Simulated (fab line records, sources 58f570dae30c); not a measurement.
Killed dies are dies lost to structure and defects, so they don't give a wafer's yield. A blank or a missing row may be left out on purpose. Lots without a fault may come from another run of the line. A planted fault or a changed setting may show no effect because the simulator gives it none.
fab line records | flow berkeley_cmos170
record lots=5 wafers=15 last_day=12
route steps=331 shown NLDD@166 SPACER@171 PSD@175 NSD@187 BACKSIDE@199 SDANNEAL@204
lots that met no fault: from a run of the same line without faults
start_h: hours from the record's first day to the start of the lot's first wafer shown | wait_h: hours since the lot's step before | " the same as in the row above | L1.1+2: a row that stands for several wafers | - no value, or no start given | * or withheld: withheld | < > ~ a bound
route shown NAME@n: a module of which the file shows steps, and the number in the route of the first | usual: mean/standard deviation of fault-free wafers | same: alike in all rows | chamber/n: place in a boat | sites: the reading at each site | _std_site: their standard deviation | _edge_site: outer sites' mean less inner sites' | radius_mm: how far each site lies from the wafer's centre | mask NAME#n: copy n | behind: the tool/chamber that last shaped the wafer | hold: why the lot was held/for how many hours/how that ended | device: the transistor (n, p or np) that didn't switch | end of line: the same wafers' tests at the end of the route | a step without rows: its recipe alone | killed: dies lost to structure and defects at the first sort, not the wafer's yield | map: a wafer's dies, x killed, . not, _ none there
set.NAME: the setting as run; set.NAME@STEP: as run at that earlier step | model.NAME: the simulator's own value behind a step, which no gauge read
lots at some steps of the route; a table a step, a row a wafer
services: from which hour (start_h, from the record's first day; less than 0 if before it) a tool's chamber was out of use, for how many hours, and why
## steps
# step UCB170_NLDD_IMPLANT_08
# recipe species=As dose_cm2=5e+13 energy_kev=30 tilt_deg=7 rotation_deg=0
# usual faraday_current_uA=158/3.1
# columns lot.wafer tool chamber start_h wait_h faraday_current_uA
L076.1 implanter-04 0 140.12 0.0 157
L076.2 " 0 " " 155
L076.6 " 0 " " 155
L079.1 implanter-04 0 152.78 0.0 151
L079.3 " 0 " " 159
L079.6 " 0 " " 160
L081.1 implanter-01 0 160.26 0.0 156
L081.5 " 0 " " 157
L081.6 " 0 " " 156
L084.1 implanter-01 0 173.02 0.0 157
L084.3 " 0 " " 157
L084.4 " 0 " " 158
L094.1 implanter-02 0 243.36 0.0 154
L094.2 " 0 " " 160
L094.3 " 0 " " 161
# step UCB170_NLDD_IMPLANT_09
# recipe species=As dose_cm2=5e+13 energy_kev=30 tilt_deg=7 rotation_deg=180
# usual faraday_current_uA=158.9/2.8
# columns lot.wafer tool chamber start_h wait_h faraday_current_uA
L076.1 implanter-04 0 140.27 0.1 158.7
L076.2 " 0 " " 159.6
L076.6 " 0 " " 162.5
L079.1 implanter-04 0 152.93 0.1 158.1
L079.3 " 0 " " 157.7
L079.6 " 0 " " 158.8
L081.1 implanter-01 0 160.41 0.1 159.5
L081.5 " 0 " " 157.3
L081.6 " 0 " " 156.9
L084.1 implanter-01 0 173.17 0.1 165.5
L084.3 " 0 " " 157.6
L084.4 " 0 " " 155.8
L094.1 implanter-02 0 243.51 0.1 157.8
L094.2 " 0 " " 159.3
L094.3 " 0 " " 160.2
# step UCB170_NLDD_STRIP_10
# recipe chemistry=O2 power_w=400 pressure_mtorr=3500 platen_temp_c=withheld o2_flow_sccm=400 overash_fraction=0.5
# usual drypump_motor_current_A=5.7/0.4 oes_product_au=0.734/0.0047 strip_time_to_endpoint_s=21.67/0.078
# columns lot.wafer tool chamber start_h wait_h drypump_motor_current_A oes_product_au rf_hours_counter_h strip_time_to_endpoint_s
L076.1 plasma_asher-03 0 140.42 0.1 5.0 0.736 3 21.70
L076.2 " 1 " " 6.2 0.729 3 21.68
L076.6 " 1 " " 6.2 0.730 - 21.67
L079.1 plasma_asher-03 0 153.08 0.1 5.0 0.741 4 21.68
L079.3 " 0 " " 5.0 0.745 - 21.69
L079.6 " 1 " " 6.2 0.725 - 21.71
L081.1 plasma_asher-01 1 160.56 0.1 6.1 0.734 50 21.58
L081.5 " 1 " " 6.1 0.734 - 21.60
L081.6 " 0 " " 6.1 0.739 - 21.64
L084.1 plasma_asher-03 0 173.32 0.1 5.0 0.736 6 21.85
L084.3 " 0 " " 5.0 0.732 - 21.80
L084.4 " 1 " " 6.2 0.734 - 21.82
L094.1 plasma_asher-01 1 243.66 0.1 6.1 0.726 58 21.62
L094.2 " 0 " " 6.1 0.740 58 21.61
L094.3 " 1 " " 6.1 0.742 - 21.60
# step UCB170_NLDD_TW_MEAS_11
# usual NLDD_TW=2232/11
# columns lot.wafer tool chamber start_h wait_h NLDD_TW
L076.1 film_metro-02 - 140.52 0.1 2231
L076.2 " - " " 2234
L076.6 " - " " 2234
L079.1 film_metro-04 - 153.18 0.1 2229
L079.3 " - " " 2232
L079.6 " - " " 2226
L081.1 film_metro-02 - 160.66 0.1 2226
L081.5 " - " " 2220
L081.6 " - " " 2227
L084.1 film_metro-03 - 173.42 0.1 2250
L084.3 " - " " 2248
L084.4 " - " " 2249
L094.1 film_metro-03 - 243.76 0.1 2238
L094.2 " - " " 2248
L094.3 " - " " 2241
# step UCB170_NLDD_CLEAN_12
# recipe chemistry=SPM temp_c=120 time_s=600
# usual bath_heat_duty_pct=13.1/1.1
# columns lot.wafer tool chamber start_h wait_h bath_heat_duty_pct
L076.1 wet_bench-03 1 140.58 0.1 12.5
L076.2 " 1 " " 13.4
L076.6 " 1 " " 11.9
L079.1 wet_bench-01 2 153.24 0.1 13.8
L079.3 " 2 " " 11.9
L079.6 " 2 " " 13.3
L081.1 wet_bench-01 2 160.72 0.1 13.7
L081.5 " 2 " " 12.7
L081.6 " 2 " " 12.5
L084.1 wet_bench-02 2 173.48 0.1 12.5
L084.3 " 2 " " 11.9
L084.4 " 2 " " 12.3
L094.1 wet_bench-02 2 243.82 0.1 12.4
L094.2 " 2 " " 13.0
L094.3 " 2 " " 12.5
# step UCB170_SPACER_CVD_00
# recipe material=SiO2 target_thk_nm=376 temp_c=390 precursor=TEOS/O2 time_s=47 rf_w=550 pressure_mtorr=9000
# usual heater_power_w=291/79
# columns lot.wafer tool chamber start_h wait_h heater_power_w since_wet_clean_h
L076.1 pecvd-03 2 140.76 0.0 364 326
L076.2 " 0 " " 252 326
L076.6 " 0 " " 265 -
L079.1 pecvd-04 0 153.41 0.0 271 232
L079.3 " 1 " " 314 232
L079.6 " 0 " " 280 -
L081.1 pecvd-01 1 160.89 0.0 139 132
L081.5 " 1 " " 144 -
L081.6 " 2 " " 311 -
L084.1 pecvd-03 0 173.67 0.0 272 359
L084.3 " 1 " " 407 359
L084.4 " 1 " " 438 -
L094.1 pecvd-01 1 244.00 0.0 124 216
L094.2 " 2 " " 305 216
L094.3 " 0 " " 281 216
# step UCB170_SPACER_THK_MEAS_01
# recipe reads=SiO2_of_SPACER_CVD_00
# usual SPACER_TEOS_THK=374/4.7
# columns lot.wafer tool chamber start_h wait_h SPACER_TEOS_THK[nm]
L076.1 film_metro-01 - 140.80 0.0 365
L076.2 " - " " 369
L076.6 " - " " 372
L079.1 film_metro-03 - 153.46 0.0 376
L079.3 " - " " 379
L079.6 " - " " 377
L081.1 film_metro-01 - 160.93 0.0 371
L081.5 " - " " 382
L081.6 " - " " 374
L084.1 film_metro-02 - 173.72 0.0 375
L084.3 " - " " 374
L084.4 " - " " 382
L094.1 film_metro-03 - 244.04 0.0 374
L094.2 " - " " 368
L094.3 " - " " 375
# step UCB170_SPACER_ANNEAL_02
# recipe temp_c=900 time_s=1800 ambient=N2
# columns lot.wafer tool chamber start_h wait_h
L076.1+2+6 furnace-01 0 145.61 4.8
L079.1+3+6 furnace-01 0 155.24 1.8
L081.1+5+6 furnace-01 0 163.84 2.9
L084.1+3+4 furnace-01 0 181.99 8.3
L094.1+2+3 furnace-02 0 244.72 0.7
# step UCB170_SPACER_ETCHBACK_03
# recipe stop_on=Si target=SiO2 chemistry=CHF3/CF4/Ar CHF3_flow_sccm=50 cf4_flow_sccm=10 Ar_flow_sccm=120 pressure_mtorr=200 rf_w=500 target_depth_a=3760 time_s=100
# usual CHF3_flow_sccm=50.00/0.15 drypump_motor_current_A=5.4/0.42 oes_product_au=0.893/0.017 throttle_valve_pct=6.50/0.1
# columns lot.wafer tool chamber start_h wait_h CHF3_flow_sccm drypump_motor_current_A oes_product_au rf_hours_counter_h throttle_valve_pct
L076.1 rie_diel-01 0 147.11 0.0 49.94 5.6 0.886 142 6.43
L076.2 " 3 " " 50.02 5.3 0.892 12 6.54
L076.6 " 3 " " 50.12 5.3 0.895 - 6.53
L079.1 rie_diel-02 0 156.74 0.0 49.89 5.0 0.874 51 6.59
L079.3 " 3 " " 50.01 6.3 0.906 9 6.56
L079.6 " 3 " " 49.92 6.3 0.907 - 6.55
L081.1 rie_diel-02 0 165.34 0.0 49.93 5.0 0.867 51 6.58
L081.5 " 1 " " 50.03 5.1 0.896 - 6.50
L081.6 " 0 " " 50.23 5.0 0.878 - 6.58
L084.1 rie_diel-03 3 183.49 0.0 50.13 5.7 0.913 55 6.56
L084.3 " 2 " " 49.90 5.3 0.900 49 6.64
L084.4 " 0 " " 49.92 5.4 0.890 23 6.48
L094.1 rie_diel-03 2 246.22 0.0 49.97 5.2 0.902 52 6.61
L094.2 " 1 " " 50.03 4.7 0.866 110 6.30
L094.3 " 0 " " 50.26 5.4 0.872 26 6.52
# step UCB170_PSD_HMDS_00
# recipe prime_time_s=60 prime_temp_c=100
# columns lot.wafer tool chamber start_h wait_h
L076.1+2+6 litho_track-02 0 147.18 0.0
L079.1+3+6 litho_track-01 0 156.81 0.0
L081.1+5+6 litho_track-02 0 165.41 0.0
L084.1+3+4 litho_track-01 0 183.56 0.0
L094.1+2+3 litho_track-01 0 246.80 0.5
# step UCB170_PSD_COAT_01
# recipe resist=KrF spin_rpm=1500 resist_thk_nm=900
# columns lot.wafer tool chamber start_h wait_h
L076.1+2+6 litho_track-02 0 147.33 0.1
L079.1+3+6 litho_track-01 0 156.96 0.1
L081.1+5+6 litho_track-02 0 165.56 0.1
L084.1+3+4 litho_track-01 0 183.71 0.1
L094.1+2+3 litho_track-01 0 246.95 0.1
# step UCB170_PSD_SOFTBAKE_02
# recipe resist=KrF temp_c=130 time_s=60
# columns lot.wafer tool chamber start_h wait_h
L076.1+2+6 litho_track-02 0 147.48 0.1
L079.1+3+6 litho_track-01 0 157.11 0.1
L081.1+5+6 litho_track-02 0 165.71 0.1
L084.1+3+4 litho_track-01 0 183.86 0.1
L094.1+2+3 litho_track-01 0 247.10 0.1
# step UCB170_PSD_EXPOSE_03
# recipe mask_id=PSELECT_MOD na=0.5 sigma_outer=0.6 source_shape=conventional target_cd_nm=1200 dose_mj=30
# usual exposure_dose_mJ_cm2=29.97/0.033
# columns lot.wafer tool chamber start_h wait_h mask exposure_dose_mJ_cm2
L076.1 krf_scanner-01 0 147.75 0.2 PSELECT_MOD#0 30.00
L076.2 " 0 " " PSELECT_MOD#0 30.01
L076.6 " 0 " " PSELECT_MOD#0 29.94
L079.1 krf_scanner-02 0 157.50 0.4 PSELECT_MOD#0 30.00
L079.3 " 0 " " PSELECT_MOD#0 29.98
L079.6 " 0 " " PSELECT_MOD#0 30.01
L081.1 krf_scanner-02 0 165.86 0.1 PSELECT_MOD#0 29.95
L081.5 " 0 " " PSELECT_MOD#0 29.98
L081.6 " 0 " " PSELECT_MOD#0 29.97
L084.1 krf_scanner-02 0 184.25 0.4 PSELECT_MOD#0 29.91
L084.3 " 0 " " PSELECT_MOD#0 29.96
L084.4 " 0 " " PSELECT_MOD#0 29.97
L094.1 krf_scanner-01 0 247.38 0.2 PSELECT_MOD#0 29.99
L094.2 " 0 " " PSELECT_MOD#0 29.98
L094.3 " 0 " " PSELECT_MOD#0 30.00
# step UCB170_PSD_PEB_04
# recipe peb_temp_c=130 peb_time_s=withheld resist=KrF
# columns lot.wafer tool chamber start_h wait_h
L076.1+2+6 litho_track-04 0 148.35 0.6
L079.1+3+6 litho_track-04 0 157.65 0.1
L081.1+5+6 litho_track-02 0 166.31 0.4
L084.1+3+4 litho_track-04 0 184.37 0.1
L094.1+2+3 litho_track-01 0 247.70 0.3
# step UCB170_PSD_DEVELOP_05
# recipe developer=TMAH develop_time_s=45 resist=KrF dev_temp_c=21
# columns lot.wafer tool chamber start_h wait_h
L076.1+2+6 litho_track-04 0 - -
L079.1+3+6 litho_track-04 0 - -
L081.1+5+6 litho_track-02 0 - -
L084.1+3+4 litho_track-04 0 - -
L094.1+2+3 litho_track-01 0 - -
# step UCB170_PSD_CD_MEAS_06
# recipe target_cd_nm=1200
# usual cd_nm=1199.4/1.2
# columns lot.wafer tool chamber start_h wait_h cd_nm
L076.1 cd_sem-01 - 148.63 - 1198.2
L076.2 " - " " 1199.7
L076.6 " - " " 1197.6
L079.1 cd_sem-01 - 157.93 - 1200.5
L079.3 " - " " 1199.6
L079.6 " - " " 1198.9
L081.1 cd_sem-02 - 166.59 - 1199.9
L081.5 " - " " 1198.3
L081.6 " - " " 1198.8
L084.1 cd_sem-02 - 184.65 - 1197.8
L084.3 " - " " 1197.4
L084.4 " - " " 1196.7
L094.1 cd_sem-01 - 247.98 - 1201.4
L094.2 " - " " 1200.8
L094.3 " - " " 1199.6
# step UCB170_PSD_OVL_MEAS_07
# usual PSD_OVL=-1/5.3
# columns lot.wafer tool chamber start_h wait_h PSD_OVL[nm]
L076.1 overlay-02 - 148.75 0.1 4
L076.2 " - " " -6
L076.6 " - " " -1
L079.1 overlay-02 - 158.05 0.1 -5
L079.3 " - " " 1
L079.6 " - " " -3
L081.1 overlay-01 - 166.71 0.1 -8
L081.5 " - " " -12
L081.6 " - " " -3
L084.1 overlay-01 - 184.77 0.1 4
L084.3 " - " " -1
L084.4 " - " " 1
L094.1 overlay-01 - 248.10 0.1 -9
L094.2 " - " " -5
L094.3 " - " " -5
# step UCB170_PSD_IMPLANT_08
# recipe species=B dose_cm2=3e+15 energy_kev=20 tilt_deg=7
# usual faraday_current_uA=9253/180
# columns lot.wafer tool chamber start_h wait_h faraday_current_uA
L076.1 implanter-03 0 148.78 0.0 9317
L076.2 " 0 " " 9508
L076.6 " 0 " " 8922
L079.1 implanter-03 0 158.08 0.0 9520
L079.3 " 0 " " 9199
L079.6 " 0 " " 8946
L081.1 implanter-02 0 166.74 0.0 9088
L081.5 " 0 " " 9292
L081.6 " 0 " " 9144
L084.1 implanter-04 0 184.80 0.0 9571
L084.3 " 0 " " 8945
L084.4 " 0 " " 9097
L094.1 implanter-03 0 248.13 0.0 9243
L094.2 " 0 " " 9243
L094.3 " 0 " " 9402
# step UCB170_PSD_STRIP_09
# recipe chemistry=O2 power_w=400 pressure_mtorr=3500 platen_temp_c=withheld o2_flow_sccm=400 overash_fraction=0.5
# usual drypump_motor_current_A=5.6/0.41 oes_product_au=0.600/0.0049 strip_time_to_endpoint_s=29.43/0.091
# columns lot.wafer tool chamber start_h wait_h drypump_motor_current_A oes_product_au rf_hours_counter_h strip_time_to_endpoint_s
L076.1 plasma_asher-01 1 148.93 0.1 6.1 0.596 49 29.41
L076.2 " 0 " " 6.0 0.592 49 29.43
L076.6 " 0 " " 6.1 0.604 - 29.42
L079.1 plasma_asher-01 1 158.23 0.1 6.1 0.604 50 29.16
L079.3 " 0 " " 6.0 0.601 - 29.24
L079.6 " 1 " " 6.1 0.595 - 29.28
L081.1 plasma_asher-04 0 166.89 0.1 5.6 0.602 40 29.54
L081.5 " 1 " " 5.3 0.598 - 29.51
L081.6 " 0 " " 5.6 0.598 - 29.47
L084.1 plasma_asher-01 0 184.95 0.1 6.1 0.607 53 29.26
L084.3 " 0 " " 6.1 0.604 - 29.33
L084.4 " 1 " " 6.1 0.599 - 29.26
L094.1 plasma_asher-01 1 248.28 0.1 6.1 0.613 59 29.36
L094.2 " 0 " " 6.1 0.600 59 29.39
L094.3 " 1 " " 6.1 0.604 - 29.40
# step UCB170_PSD_TW_MEAS_10
# usual PSD_TW=2342/14
# columns lot.wafer tool chamber start_h wait_h PSD_TW
L076.1 film_metro-03 - 149.03 0.1 2375
L076.2 " - " " 2372
L076.6 " - " " 2377
L079.1 film_metro-04 - 158.33 0.1 2348
L079.3 " - " " 2354
L079.6 " - " " 2358
L081.1 film_metro-03 - 166.99 0.1 2369
L081.5 " - " " 2352
L081.6 " - " " 2378
L084.1 film_metro-02 - 185.05 0.1 2338
L084.3 " - " " 2334
L084.4 " - " " 2332
L094.1 film_metro-02 - 248.38 0.1 2330
L094.2 " - " " 2327
L094.3 " - " " 2321
# step UCB170_PSD_CLEAN_11
# recipe chemistry=SPM temp_c=120 time_s=600
# usual bath_heat_duty_pct=12.4/1.2
# columns lot.wafer tool chamber start_h wait_h bath_heat_duty_pct
L076.1 wet_bench-04 0 152.05 3.0 12.5
L076.2 " 0 " " 12.3
L076.6 " 0 " " 11.8
L079.1 wet_bench-04 1 158.65 0.3 12.3
L079.3 " 1 " " 12.4
L079.6 " 1 " " 11.6
L081.1 wet_bench-04 0 167.55 0.5 13.1
L081.5 " 0 " " 12.1
L081.6 " 0 " " 11.6
L084.1 wet_bench-03 2 185.11 0.1 10.4
L084.3 " 2 " " 10.7
L084.4 " 2 " " 11.0
L094.1 wet_bench-03 1 249.19 0.8 12.9
L094.2 " 1 " " 12.7
L094.3 " 1 " " 12.8
# step UCB170_NSD_HMDS_00
# recipe prime_time_s=60 prime_temp_c=100
# columns lot.wafer tool chamber start_h wait_h
L076.1+2+6 litho_track-03 0 152.62 0.4
L079.1+3+6 litho_track-04 0 158.82 0.0
L081.1+5+6 litho_track-02 0 168.21 0.5
L084.1+3+4 litho_track-03 0 185.30 0.0
L094.1+2+3 litho_track-04 0 249.36 0.0
# step UCB170_NSD_COAT_01
# recipe resist=KrF spin_rpm=1500 resist_thk_nm=900
# columns lot.wafer tool chamber start_h wait_h
L076.1+2+6 litho_track-03 0 152.77 0.1
L079.1+3+6 litho_track-04 0 158.97 0.1
L081.1+5+6 litho_track-02 0 168.36 0.1
L084.1+3+4 litho_track-03 0 185.45 0.1
L094.1+2+3 litho_track-04 0 249.51 0.1
# step UCB170_NSD_SOFTBAKE_02
# recipe resist=KrF temp_c=130 time_s=60
# columns lot.wafer tool chamber start_h wait_h
L076.1+2+6 litho_track-03 0 152.92 0.1
L079.1+3+6 litho_track-04 0 159.12 0.1
L081.1+5+6 litho_track-02 0 168.51 0.1
L084.1+3+4 litho_track-03 0 185.60 0.1
L094.1+2+3 litho_track-04 0 249.66 0.1
# step UCB170_NSD_EXPOSE_03
# recipe mask_id=NSELECT_MOD na=0.5 sigma_outer=0.6 source_shape=conventional target_cd_nm=1200 dose_mj=30
# usual exposure_dose_mJ_cm2=29.982/0.029
# columns lot.wafer tool chamber start_h wait_h mask exposure_dose_mJ_cm2
L076.1 krf_scanner-01 0 153.22 0.3 NSELECT_MOD#0 29.937
L076.2 " 0 " " NSELECT_MOD#0 29.945
L076.6 " 0 " " NSELECT_MOD#0 29.938
L079.1 krf_scanner-02 0 159.51 0.4 NSELECT_MOD#0 29.982
L079.3 " 0 " " NSELECT_MOD#0 29.938
L079.6 " 0 " " NSELECT_MOD#0 29.940
L081.1 krf_scanner-02 0 168.81 0.3 NSELECT_MOD#0 29.969
L081.5 " 0 " " NSELECT_MOD#0 29.958
L081.6 " 0 " " NSELECT_MOD#0 29.991
L084.1 krf_scanner-01 0 185.88 0.2 NSELECT_MOD#0 29.972
L084.3 " 0 " " NSELECT_MOD#0 29.992
L084.4 " 0 " " NSELECT_MOD#0 29.986
L094.1 krf_scanner-01 0 249.81 0.1 NSELECT_MOD#0 30.001
L094.2 " 0 " " NSELECT_MOD#0 30.011
L094.3 " 0 " " NSELECT_MOD#0 29.965
# step UCB170_NSD_PEB_04
# recipe peb_temp_c=130 peb_time_s=withheld resist=KrF
# columns lot.wafer tool chamber start_h wait_h
L076.1+2+6 litho_track-02 0 153.70 0.5
L079.1+3+6 litho_track-02 0 159.92 0.4
L081.1+5+6 litho_track-03 0 169.12 0.3
L084.1+3+4 litho_track-04 0 185.99 0.1
L094.1+2+3 litho_track-03 0 249.93 0.1
# step UCB170_NSD_DEVELOP_05
# recipe developer=TMAH develop_time_s=45 resist=KrF dev_temp_c=21
# columns lot.wafer tool chamber start_h wait_h
L076.1+2+6 litho_track-02 0 - -
L079.1+3+6 litho_track-02 0 - -
L081.1+5+6 litho_track-03 0 - -
L084.1+3+4 litho_track-04 0 - -
L094.1+2+3 litho_track-03 0 - -
# step UCB170_NSD_CD_MEAS_06
# recipe target_cd_nm=1200
# usual cd_nm=1200.0/1.4
# columns lot.wafer tool chamber start_h wait_h cd_nm
L076.1 cd_sem-01 - 153.98 - 1198.5
L076.2 " - " " 1200.1
L076.6 " - " " 1200.3
L079.1 cd_sem-02 - 160.22 - 1198.8
L079.3 " - " " 1200.5
L079.6 " - " " 1200.0
L081.1 cd_sem-01 - 169.51 - 1197.6
L081.5 " - " " 1198.7
L081.6 " - " " 1198.7
L084.1 cd_sem-01 - 186.27 - 1200.7
L084.3 " - " " 1200.0
L084.4 " - " " 1200.6
L094.1 cd_sem-02 - 250.29 - 1199.5
L094.2 " - " " 1198.9
L094.3 " - " " 1198.5
# step UCB170_NSD_OVL_MEAS_07
# usual NSD_OVL=-1/5.6
# columns lot.wafer tool chamber start_h wait_h NSD_OVL[nm]
L076.1 overlay-02 - 154.11 0.1 -3
L076.2 " - " " 10
L076.6 " - " " 1
L079.1 overlay-02 - 160.34 0.1 -8
L079.3 " - " " -8
L079.6 " - " " -12
L081.1 overlay-01 - 169.63 0.1 -1
L081.5 " - " " -3
L081.6 " - " " -9
L084.1 overlay-02 - 186.39 0.1 -3
L084.3 " - " " -5
L084.4 " - " " -1
L094.1 overlay-01 - 250.41 0.1 -1
L094.2 " - " " -3
L094.3 " - " " -8
# step UCB170_NSD_IMPLANT_08
# recipe species=P dose_cm2=3e+15 energy_kev=40 tilt_deg=7
# usual faraday_current_uA=9272/190
# columns lot.wafer tool chamber start_h wait_h faraday_current_uA
L076.1 implanter-03 0 154.14 0.0 9220
L076.2 " 0 " " 9590
L076.6 " 0 " " 8927
L079.1 implanter-03 0 160.38 0.0 9150
L079.3 " 0 " " 9333
L079.6 " 0 " " 9262
L081.1 implanter-01 0 169.66 0.0 8951
L081.5 " 0 " " 9102
L081.6 " 0 " " 9255
L084.1 implanter-04 0 186.42 0.0 9426
L084.3 " 0 " " 9367
L084.4 " 0 " " 9101
L094.1 implanter-04 0 250.45 0.0 9225
L094.2 " 0 " " 9428
L094.3 " 0 " " 9637
# step UCB170_NSD_STRIP_09
# recipe chemistry=O2 power_w=400 pressure_mtorr=3500 platen_temp_c=withheld o2_flow_sccm=400 overash_fraction=0.5
# usual drypump_motor_current_A=5.4/0.45 oes_product_au=0.534/0.0041 strip_time_to_endpoint_s=35.89/0.077
# columns lot.wafer tool chamber start_h wait_h drypump_motor_current_A oes_product_au rf_hours_counter_h strip_time_to_endpoint_s
L076.1 plasma_asher-02 0 154.29 0.1 5.1 0.532 36 35.78
L076.2 " 1 " " 5.3 0.531 36 35.72
L076.6 " 1 " " 5.3 0.533 - 35.87
L079.1 plasma_asher-03 1 160.53 0.1 6.2 0.532 4 35.93
L079.3 " 1 " " 6.3 0.537 - 35.96
L079.6 " 0 " " 5.0 0.537 - 35.92
L081.1 plasma_asher-02 0 169.81 0.1 5.0 0.538 37 35.94
L081.5 " 0 " " 5.0 0.531 - 35.86
L081.6 " 1 " " 5.3 0.534 - 35.91
L084.1 plasma_asher-02 1 186.57 0.1 5.3 0.531 39 35.90
L084.3 " 0 " " 5.1 0.530 - 35.99
L084.4 " 1 " " 5.2 0.535 - 35.92
L094.1 plasma_asher-04 0 250.60 0.1 5.5 0.524 49 35.88
L094.2 " 1 " " 5.3 0.532 49 35.78
L094.3 " 1 " " 5.3 0.535 - 35.86
# step UCB170_NSD_TW_MEAS_10
# usual NSD_TW=4211/25
# columns lot.wafer tool chamber start_h wait_h NSD_TW
L076.1 film_metro-04 - 154.39 0.1 4212
L076.2 " - " " 4212
L076.6 " - " " 4234
L079.1 film_metro-04 - 160.63 0.1 4237
L079.3 " - " " 4220
L079.6 " - " " 4226
L081.1 film_metro-02 - 169.91 0.1 4199
L081.5 " - " " 4204
L081.6 " - " " 4190
L084.1 film_metro-02 - 186.67 0.1 4191
L084.3 " - " " 4190
L084.4 " - " " 4206
L094.1 film_metro-02 - 250.70 0.1 4192
L094.2 " - " " 4181
L094.3 " - " " 4170
# step UCB170_NSD_CLEAN_11
# recipe chemistry=SPM temp_c=120 time_s=600
# usual bath_heat_duty_pct=12.8/1.1
# columns lot.wafer tool chamber start_h wait_h bath_heat_duty_pct
L076.1 wet_bench-04 0 154.55 0.1 12.0
L076.2 " 0 " " 12.0
L076.6 " 0 " " 12.3
L079.1 wet_bench-04 3 160.69 0.1 15.3
L079.3 " 3 " " 14.4
L079.6 " 3 " " 15.8
L081.1 wet_bench-02 0 170.04 0.1 14.9
L081.5 " 0 " " 13.3
L081.6 " 0 " " 13.3
L084.1 wet_bench-03 0 186.73 0.1 12.7
L084.3 " 0 " " 11.3
L084.4 " 0 " " 11.6
L094.1 wet_bench-02 1 250.76 0.1 14.7
L094.2 " 1 " " 13.6
L094.3 " 1 " " 13.1
# step UCB170_BACKSIDE_HMDS_00
# recipe prime_time_s=60 prime_temp_c=100
# columns lot.wafer tool chamber start_h wait_h
L076.1+2+6 litho_track-02 0 154.72 0.0
L079.1+3+6 litho_track-01 0 160.88 0.0
L081.1+5+6 litho_track-03 0 170.23 0.0
L084.1+3+4 litho_track-01 0 187.12 0.2
L094.1+2+3 litho_track-02 0 250.93 0.0
# step UCB170_BACKSIDE_COAT_01
# recipe resist=KrF spin_rpm=1500 resist_thk_nm=900
# columns lot.wafer tool chamber start_h wait_h
L076.1+2+6 litho_track-02 0 154.87 0.1
L079.1+3+6 litho_track-01 0 161.03 0.1
L081.1+5+6 litho_track-03 0 170.38 0.1
L084.1+3+4 litho_track-01 0 187.27 0.1
L094.1+2+3 litho_track-02 0 251.08 0.1
# step UCB170_BACKSIDE_SOFTBAKE_02
# recipe resist=KrF temp_c=130 time_s=60
# columns lot.wafer tool chamber start_h wait_h
L076.1+2+6 litho_track-02 0 155.02 0.1
L079.1+3+6 litho_track-01 0 161.18 0.1
L081.1+5+6 litho_track-03 0 170.53 0.1
L084.1+3+4 litho_track-01 0 187.42 0.1
L094.1+2+3 litho_track-02 0 251.23 0.1
# step UCB170_BACKSIDE_STRIP_03
# recipe chemistry=O2 power_w=400 pressure_mtorr=3500 platen_temp_c=withheld o2_flow_sccm=400 overash_fraction=0.5
# usual drypump_motor_current_A=5.6/0.49 oes_product_au=0.734/0.0042 strip_time_to_endpoint_s=21.98/0.077
# columns lot.wafer tool chamber start_h wait_h drypump_motor_current_A oes_product_au rf_hours_counter_h strip_time_to_endpoint_s
L076.1 plasma_asher-01 0 155.17 0.1 6.1 0.727 49 21.98
L076.2 " 1 " " 6.1 0.737 49 21.94
L076.6 " 0 " " 6.1 0.739 - 21.91
L079.1 plasma_asher-01 1 161.33 0.1 6.1 0.741 50 21.98
L079.3 " 0 " " 6.0 0.728 - 21.92
L079.6 " 0 " " 6.1 0.740 - 22.02
L081.1 plasma_asher-03 1 170.68 0.1 6.2 0.737 6 22.14
L081.5 " 1 " " 6.2 0.734 - 22.12
L081.6 " 0 " " 5.1 0.726 - 22.17
L084.1 plasma_asher-03 1 187.57 0.1 6.2 0.732 7 21.90
L084.3 " 1 " " 6.2 0.739 - 21.94
L084.4 " 0 " " 5.1 0.726 - 21.85
L094.1 plasma_asher-02 0 251.38 0.1 5.1 0.732 45 22.07
L094.2 " 1 " " 5.3 0.732 45 22.10
L094.3 " 0 " " 5.1 0.733 - 22.07
# step UCB170_BACKSIDE_CLEAN_04
# recipe chemistry=SPM temp_c=120 time_s=600
# usual bath_heat_duty_pct=12.7/1.1
# columns lot.wafer tool chamber start_h wait_h bath_heat_duty_pct
L076.1 wet_bench-04 2 155.33 0.1 12.2
L076.2 " 2 " " 11.6
L076.6 " 2 " " 12.5
L079.1 wet_bench-01 0 161.43 0.1 11.5
L079.3 " 0 " " 11.2
L079.6 " 0 " " 11.0
L081.1 wet_bench-02 3 170.81 0.1 12.8
L081.5 " 3 " " 12.6
L081.6 " 3 " " 12.4
L084.1 wet_bench-02 0 187.67 0.1 15.0
L084.3 " 0 " " 12.3
L084.4 " 0 " " 13.3
L094.1 wet_bench-02 3 251.48 0.1 11.8
L094.2 " 3 " " 11.5
L094.3 " 3 " " 11.6
# step UCB170_SDANNEAL_RTA_00
# recipe temp_c=900 time_s=10 ambient=N2
# usual lamp_power_pct=22.6/2.8 wafer_temp_C_max=904.5/2.1
# columns lot.wafer tool chamber start_h wait_h lamp_power_pct wafer_temp_C_max
L076.1 rtp_anneal-01 0 155.50 0.0 25.6 908.0
L076.2 " 0 " " 25.7 906.8
L076.6 " 0 " " 25.7 910.1
L079.1 rtp_anneal-01 0 161.61 0.0 25.7 908.0
L079.3 " 0 " " 25.7 905.3
L079.6 " 0 " " 25.6 907.3
L081.1 rtp_anneal-02 0 171.00 0.0 20.0 904.2
L081.5 " 0 " " 20.1 903.3
L081.6 " 0 " " 20.0 902.4
L084.1 rtp_anneal-01 0 187.84 0.0 25.7 906.6
L084.3 " 0 " " 25.7 907.1
L084.4 " 0 " " 25.6 905.2
L094.1 rtp_anneal-01 0 251.66 0.0 25.7 906.4
L094.2 " 0 " " 25.7 904.2
L094.3 " 0 " " 25.7 907.0
## services
# columns tool chamber start_h hours kind
plasma_asher-01 - 116.88 0.9 repair
krf_scanner-01 - 120.35 0.2 repair
rie_diel-02 - 120.37 0.3 repair
pecvd-01 - 120.45 2.7 repair
furnace-01 - 135.79 4.1 pm
implanter-01 - 162.18 0.8 repair
implanter-03 - 164.96 3.3 repair
krf_scanner-01 - 183.70 0.2 repair
krf_scanner-01 - 184.66 1.0 pm
krf_scanner-02 - 187.86 0.2 repair
furnace-01 - 193.19 2.4 pm
krf_scanner-01 - 196.14 7.7 repair
implanter-04 - 199.77 1.6 repair
plasma_asher-02 - 202.30 3.2 repair
krf_scanner-02 - 203.86 3.6 pm
krf_scanner-02 - 207.42 1.3 pm
implanter-04 - 209.79 16.7 pm
krf_scanner-02 - 218.43 0.5 repair
krf_scanner-01 - 232.50 0.6 repair
krf_scanner-01 - 244.56 1.9 repair
plasma_asher-03 - 248.39 6.6 repair
plasma_asher-01 - 249.16 1.2 repair
implanter-02 - 249.17 5.2 repair
plasma_asher-03 - 250.81 5.1 repair
## key
fault none
